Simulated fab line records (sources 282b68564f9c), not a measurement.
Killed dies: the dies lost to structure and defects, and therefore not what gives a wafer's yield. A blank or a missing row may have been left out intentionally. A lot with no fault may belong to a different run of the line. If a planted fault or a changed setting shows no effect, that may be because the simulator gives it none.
What tool caused it? / flow rit cmos / Sampling: 13 lots, 39 wafers, 3 of 202 route steps

== WHAT THE GAUGES SHOWED, per wafer ==
RIT_M1_RS_MEAS_01: measurement is done with a four-point probe.
lot=L684; measured=day 3 10:37; on=film metro-04; M1_AL_RS (ohm/sq)=0.0725 0.0729 0.0737
lot=L685; measured=day 3 14:47; on=film metro-03; M1_AL_RS (ohm/sq)=0.0720 0.0711 0.0714
lot=L687; measured=day 4 05:03; on=film metro-04; M1_AL_RS (ohm/sq)=0.0737 0.0730 0.0739
lot=L688; measured=day 4 14:44; on=film metro-04; M1_AL_RS (ohm/sq)=0.0739 0.0743 0.0743
lot=L690; measured=day 4 16:26; on=film metro-02; M1_AL_RS (ohm/sq)=0.0733 0.0743 0.0726
lot=L693; measured=day 5 10:46; on=film metro-04; M1_AL_RS (ohm/sq)=0.0727 0.0650 0.0729
lot=L694; measured=day 5 12:55; on=film metro-02; M1_AL_RS (ohm/sq)=0.0736 0.0741 0.0730
lot=L699; measured=day 6 12:23; on=film metro-04; M1_AL_RS (ohm/sq)=0.0741 0.0747 0.0746
lot=L701; measured=day 6 21:03; on=film metro-04; M1_AL_RS (ohm/sq)=0.0739 0.0741 0.0743
lot=L703; measured=day 7 09:16; on=film metro-03; M1_AL_RS (ohm/sq)=0.0744 0.0752 0.0742
lot=L705; measured=day 7 18:29; on=film metro-03; M1_AL_RS (ohm/sq)=0.0742 0.0754 0.0748
lot=L706; measured=day 8 01:05; on=film metro-04; M1_AL_RS (ohm/sq)=0.0731 0.0737 0.0719
lot=L707; measured=day 8 03:26; on=film metro-02; M1_AL_RS (ohm/sq)=0.0742 0.0737 0.0748

RIT_M1_THK_MEAS_02: measures by xrf.
lot=L684; measured=day 3 10:43; on=film metro-04; M1_AL_THK (nm)=404 399 396
lot=L685; measured=day 3 14:54; on=film metro-03; M1_AL_THK (nm)=402 408 406
lot=L687; measured=day 4 05:10; on=film metro-04; M1_AL_THK (nm)=394 400 397
lot=L688; measured=day 4 14:50; on=film metro-04; M1_AL_THK (nm)=395 396 392
lot=L690; measured=day 4 16:33; on=film metro-02; M1_AL_THK (nm)=399 391 400
lot=L693; measured=day 5 10:53; on=film metro-04; M1_AL_THK (nm)=395 446 399
lot=L694; measured=day 5 13:01; on=film metro-02; M1_AL_THK (nm)=396 392 401
lot=L699; measured=day 6 12:30; on=film metro-04; M1_AL_THK (nm)=394 392 392
lot=L701; measured=day 6 21:10; on=film metro-04; M1_AL_THK (nm)=394 395 394
lot=L703; measured=day 7 09:22; on=film metro-03; M1_AL_THK (nm)=390 384 389
lot=L705; measured=day 7 18:37; on=film metro-03; M1_AL_THK (nm)=387 384 387
lot=L706; measured=day 8 01:12; on=film metro-04; M1_AL_THK (nm)=400 399 407
lot=L707; measured=day 8 03:33; on=film metro-02; M1_AL_THK (nm)=394 395 387

== EACH LOT AND THE TOOL THAT RAN IT (in order: tool; ch and the chambers of the sampled wafers; start) ==
lot=L684; RIT_M1_SPUTTER_00=pvd sputter-04, day 3 10:16
lot=L685; RIT_M1_SPUTTER_00=pvd sputter-02, day 3 14:29
lot=L687; RIT_M1_SPUTTER_00=pvd sputter-02, day 4 04:44
lot=L688; RIT_M1_SPUTTER_00=pvd sputter-03, day 4 14:32
lot=L690; RIT_M1_SPUTTER_00=pvd sputter-04, day 4 16:08
lot=L693; RIT_M1_SPUTTER_00=pvd sputter-02, day 5 10:28
lot=L694; RIT_M1_SPUTTER_00=pvd sputter-04, day 5 12:36
lot=L699; RIT_M1_SPUTTER_00=pvd sputter-04, day 6 12:05
lot=L701; RIT_M1_SPUTTER_00=pvd sputter-03, day 6 20:44
lot=L703; RIT_M1_SPUTTER_00=pvd sputter-03, day 7 08:57
lot=L705; RIT_M1_SPUTTER_00=pvd sputter-03, day 7 18:11
lot=L706; RIT_M1_SPUTTER_00=pvd sputter-02, day 8 00:47
lot=L707; RIT_M1_SPUTTER_00=pvd sputter-03, day 8 03:08
- RIT_M1_SPUTTER_00: material Al, target thk 400 nm, time 500 s.

== WHAT THE TOOLS THEMSELVES READ (means of the sampled wafers that have a number; where no wafer has one, the mark that the record gives instead) ==
RIT_M1_SPUTTER_00.
lot=L684; tool=pvd sputter-04; cathode dc power W (W)=2000.0; chamber pressure pa (Pa)=0.4004; throttle valve pct (%)=30.5
lot=L685; tool=pvd sputter-02; cathode dc power W (W)=1999.9; chamber pressure pa (Pa)=0.4001; throttle valve pct (%)=30.4
lot=L687; tool=pvd sputter-02; cathode dc power W (W)=1999.8; chamber pressure pa (Pa)=0.3990; throttle valve pct (%)=29.8
lot=L688; tool=pvd sputter-03; cathode dc power W (W)=1999.8; chamber pressure pa (Pa)=0.3997; throttle valve pct (%)=29.9
lot=L690; tool=pvd sputter-04; cathode dc power W (W)=2000.0; chamber pressure pa (Pa)=0.4003; throttle valve pct (%)=29.4
lot=L693; tool=pvd sputter-02; cathode dc power W (W)=2074.3; chamber pressure pa (Pa)=0.4001; throttle valve pct (%)=29.7
lot=L694; tool=pvd sputter-04; cathode dc power W (W)=1999.9; chamber pressure pa (Pa)=0.4002; throttle valve pct (%)=29.8
lot=L699; tool=pvd sputter-04; cathode dc power W (W)=2000.1; chamber pressure pa (Pa)=0.4002; throttle valve pct (%)=29.3
lot=L701; tool=pvd sputter-03; cathode dc power W (W)=2000.4; chamber pressure pa (Pa)=0.3995; throttle valve pct (%)=29.9
lot=L703; tool=pvd sputter-03; cathode dc power W (W)=1999.9; chamber pressure pa (Pa)=0.3998; throttle valve pct (%)=29.3
lot=L705; tool=pvd sputter-03; cathode dc power W (W)=2000.2; chamber pressure pa (Pa)=0.3998; throttle valve pct (%)=29.5
lot=L706; tool=pvd sputter-02; cathode dc power W (W)=2000.1; chamber pressure pa (Pa)=0.3990; throttle valve pct (%)=30.0
lot=L707; tool=pvd sputter-03; cathode dc power W (W)=2000.1; chamber pressure pa (Pa)=0.3994; throttle valve pct (%)=29.8

== THE ANSWER, worked out from the rows above alone ==
Rule: the lots themselves supply what counts as usual. The widest of any qualifying gaps counts: lots, ordered by their means at a reading, are off when they make up no more than a third of the lots, leave a main group of 4 or more, and stand apart from it by 3 or more times the standard deviation of that group's means. The tables above print the reading to a certain number of digits; a main group whose means all agree to those digits is not used. Also off: a lot with no number at a reading for which 4 or more lots have one. Any other lot the step has rows for is counted as sound. The gauges are gone through in route order, then the tools' own readings, and for those a lot's mean is taken as printed above. At the first step where some lot is off, the reading lying furthest off is the one used; lots without a number count as furthest.
Off, at RIT_M1_SPUTTER_00 on cathode dc power W: L693. For the main group the mean is 2000.0 W and the standard deviation 0.17.
If a tool, at that step or one of the process steps before it, ran each lot that is off and ran no sound lot following the first of them, it fits. Of those tried, none fits.

== WHAT THE SIMULATOR HAD PUT IN ==
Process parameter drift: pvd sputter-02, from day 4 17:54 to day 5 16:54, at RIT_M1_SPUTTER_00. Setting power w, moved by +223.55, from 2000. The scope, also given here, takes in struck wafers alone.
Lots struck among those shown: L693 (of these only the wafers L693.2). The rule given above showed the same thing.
